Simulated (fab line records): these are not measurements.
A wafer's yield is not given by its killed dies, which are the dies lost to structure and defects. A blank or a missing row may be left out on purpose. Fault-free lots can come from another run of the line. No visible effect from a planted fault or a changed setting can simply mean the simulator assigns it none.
2 desks, one fault || flow berkeley_cmos170 || each desk holds nothing but its own numbers, with what lay behind them at the end

THE TOOL OWNER'S DESK: litho_track-01
At UCB170_V1_SOFTBAKE_08 (time 60 s), the tool's own readings, given per lot that ran on this tool as the mean of the sampled wafers with a number. If a lot's mean is further than 4 standard deviations from the usual mean, the lot is out of limits and carries the mark OUT (the distance appears in the brackets).
Columns: A = heater_power_total_W at UCB170_V1_SOFTBAKE_08, usual 56.80 W; B = plate_temp_C at UCB170_V1_SOFTBAKE_08, usual 130.00 C
{"lot": "L271", "first seen here": "day 7 19:27", "A": 56.77, "B": 129.94}
{"lot": "L273", "first seen here": "day 8 10:16", "A": 56.83, "B": 129.81}
{"lot": "L274", "first seen here": "day 8 12:32", "A": 56.78, "B": 130.16}
{"lot": "L276", "first seen here": "day 9 01:47", "A": 56.77, "B": 130.05}
{"lot": "L281", "first seen here": "day 9 23:47", "A": 56.80, "B": 130.03}
{"lot": "L285", "first seen here": "day 10 14:32", "A": 56.78, "B": 130.05}
{"lot": "L288", "first seen here": "day 10 18:56", "A": "54.32 (-51) OUT", "B": "125.64 (-31) OUT"}
{"lot": "L291", "first seen here": "day 11 18:42", "A": "54.34 (-50) OUT", "B": "125.68 (-31) OUT"}
This desk's verdict: out of limits on L288, L291, starting with L288 at day 10 18:56 (heater_power_total_W at UCB170_V1_SOFTBAKE_08). Within limits: L271, L273, L274, L276, L281, L285.

FROM THE METROLOGY DESK
Lot by lot, what the gauges showed, no matter which tool ran the lot: averages of those sampled wafers that carry a number. If a lot's mean is further than 4 standard deviations from the usual mean, the lot is out of limits and carries the mark OUT (the distance appears in the brackets).
Columns: A = cd_nm at UCB170_V1_CD_MEAS_12, usual 699.9 nm; B = cd_nm at UCB170_V2_CD_MEAS_12, usual 699.9 nm
{"lot": "L271", "first seen here": "day 7 20:40", "A": 699.2, "B": 700.6}
{"lot": "L270", "first seen here": "day 8 01:01", "A": 699.9, "B": 702.3}
{"lot": "L273", "first seen here": "day 8 10:49", "A": 700.1, "B": 699.6}
{"lot": "L274", "first seen here": "day 8 13:12", "A": 700.0, "B": 701.4}
{"lot": "L276", "first seen here": "day 9 03:06", "A": 700.8, "B": 698.5}
{"lot": "L279", "first seen here": "day 9 22:04", "A": 698.6, "B": 699.8}
{"lot": "L283", "first seen here": "day 9 22:25", "A": 699.1, "B": 698.1}
{"lot": "L281", "first seen here": "day 10 00:26", "A": 700.6, "B": 700.1}
{"lot": "L282", "first seen here": "day 10 01:05", "A": 699.2, "B": 701.9}
{"lot": "L285", "first seen here": "day 10 15:05", "A": 699.4, "B": 698.9}
{"lot": "L286", "first seen here": "day 10 15:14", "A": 700.0, "B": 698.6}
{"lot": "L288", "first seen here": "day 10 19:43", "A": "688.6 (-9.4) OUT", "B": 698.8}
{"lot": "L292", "first seen here": "day 11 11:25", "A": 702.3, "B": 698.8}
{"lot": "L291", "first seen here": "day 11 19:14", "A": "692.6 (-6.1) OUT", "B": 700.5}
This desk's verdict: out of limits on L288, L291, starting with L288 at day 10 19:43 (cd_nm at UCB170_V1_CD_MEAS_12). Within limits: L271, L270, L273, L274, L276, L279, L283, L281, L282, L285, L286, L292.

BROUGHT TOGETHER
On L288, L291, at day 10 18:56, an alarm was possible from the tool owner's desk.
The metrology desk could have raised an alarm at day 10 19:43, on L288, L291.
The lots listed all ran UCB170_V1_SOFTBAKE_08 on litho_track-01.

WHAT THE SIMULATOR PUT IN
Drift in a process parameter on litho_track-01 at UCB170_V1_SOFTBAKE_08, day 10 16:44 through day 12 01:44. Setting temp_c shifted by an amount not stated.
Lots struck among those shown: L288, L291.
Fault start to first reading out of limits, in hours, per desk: tool owner, 2; metrology, 3.
